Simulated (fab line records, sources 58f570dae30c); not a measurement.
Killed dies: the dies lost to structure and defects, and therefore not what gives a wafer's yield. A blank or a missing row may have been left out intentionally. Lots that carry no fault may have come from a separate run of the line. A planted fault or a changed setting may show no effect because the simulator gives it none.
Chamber matching / flow berkeley cmos170 / 4 sister chambers for UCB170_V1_CMP_02 on cmp-02
The step polishes SiO2. 4 wafers are shown with their chamber, then 9 later ones without.

## WAFERS WITH THEIR CHAMBER
wafer=L338.1; chamber=1; motor current A (A)=16.8
wafer=L338.2; chamber=3; motor current A (A)=19.3
wafer=L346.4; chamber=0; motor current A (A)=15.9
wafer=L346.5; chamber=2; motor current A (A)=14.3

## WAFERS WITHOUT THEIR CHAMBER
wafer=L349.2; motor current A (A)=14.8
wafer=L349.4; motor current A (A)=20.3
wafer=L349.5; motor current A (A)=18.5
wafer=L350.3; motor current A (A)=14.2
wafer=L350.4; motor current A (A)=16.2
wafer=L350.5; motor current A (A)=17.1
wafer=L351.3; motor current A (A)=14.6
wafer=L351.4; motor current A (A)=17.7
wafer=L351.5; motor current A (A)=19.0

## WHICH CHAMBER EACH ONE RAN IN
wafer=L349.2; from the rows above=can't be placed: 2 or 0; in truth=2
wafer=L349.4; from the rows above=3; in truth=3
wafer=L349.5; from the rows above=can't be placed: 3 or 1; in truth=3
wafer=L350.3; from the rows above=2; in truth=2
wafer=L350.4; from the rows above=can't be placed: 0 or 1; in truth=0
wafer=L350.5; from the rows above=can't be placed: 1 or 0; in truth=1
wafer=L351.3; from the rows above=can't be placed: 2 or 0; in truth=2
wafer=L351.4; from the rows above=can't be placed: 1 or 3 or 0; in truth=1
wafer=L351.5; from the rows above=3; in truth=3
Correct placement for 3 of the 9. Not placeable from these rows: 6 (in 6, the candidates include the true chamber). Number placed wrongly: 0.
How it was worked out, from the rows above alone: a wafer's distance from a chamber is the root of the sum, over the readings, of the square of ((its reading less the chamber's mean) divided by the reading's scatter). If the next closest chamber is less than 2 further off than the closest, the wafer can't be placed; otherwise it belongs to the closest. Each chamber's mean is taken over the wafers shown for it. The scatter: with one shown wafer a chamber, the root of the mean of the squares of how far each hidden wafer lies from its nearest shown one.
